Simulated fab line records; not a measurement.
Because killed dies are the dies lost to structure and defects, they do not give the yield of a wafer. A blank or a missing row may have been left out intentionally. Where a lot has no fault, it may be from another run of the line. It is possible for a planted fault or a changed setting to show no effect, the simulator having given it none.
Chamber matching / flow rit-cmos / wet-bench-04 running RIT_SILICIDE_WET_ETCH_05: 3 sister chambers
The step etches Ti in SPM, time 120 s. 3 wafers are shown with their chamber, then 7 later ones without.

WAFERS PAIRED WITH THEIR CHAMBERS
wafer=L262.6; chamber=0; bath-heat-duty-pct (%)=13.3
wafer=L265.6; chamber=3; bath-heat-duty-pct (%)=10.6
wafer=L268.5; chamber=1; bath-heat-duty-pct (%)=16.3

WAFERS MISSING THEIR CHAMBER
wafer=L268.6; bath-heat-duty-pct (%)=16.5
wafer=L269.2; bath-heat-duty-pct (%)=16.4
wafer=L269.3; bath-heat-duty-pct (%)=16.2
wafer=L269.4; bath-heat-duty-pct (%)=16.1
wafer=L270.2; bath-heat-duty-pct (%)=15.5
wafer=L270.4; bath-heat-duty-pct (%)=17.7
wafer=L270.5; bath-heat-duty-pct (%)=17.3

CHAMBER TAKEN BY EACH
wafer=L268.6; from the rows above=1; in truth=1
wafer=L269.2; from the rows above=1; in truth=1
wafer=L269.3; from the rows above=1; in truth=1
wafer=L269.4; from the rows above=1; in truth=1
wafer=L270.2; from the rows above=can't be placed: 1 or 0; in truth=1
wafer=L270.4; from the rows above=1; in truth=1
wafer=L270.5; from the rows above=1; in truth=1
Correct placement for 6 of the 7. From these rows, 1 cannot be placed; in 1 the true chamber is one of the candidates. Placed wrongly: 0.
How it was worked out, from the rows above alone: a wafer's distance from a chamber is the root of the sum, over the readings, of the square of ((its reading less the chamber's mean) divided by the reading's scatter). The wafer belongs to the nearest chamber; if the next one is less than 2 further off, it can't be placed. Each chamber's mean is taken over the wafers shown for it. The scatter (one wafer shown for each chamber): square how far every hidden wafer sits from the nearest shown wafer, average those squares and take the square root.
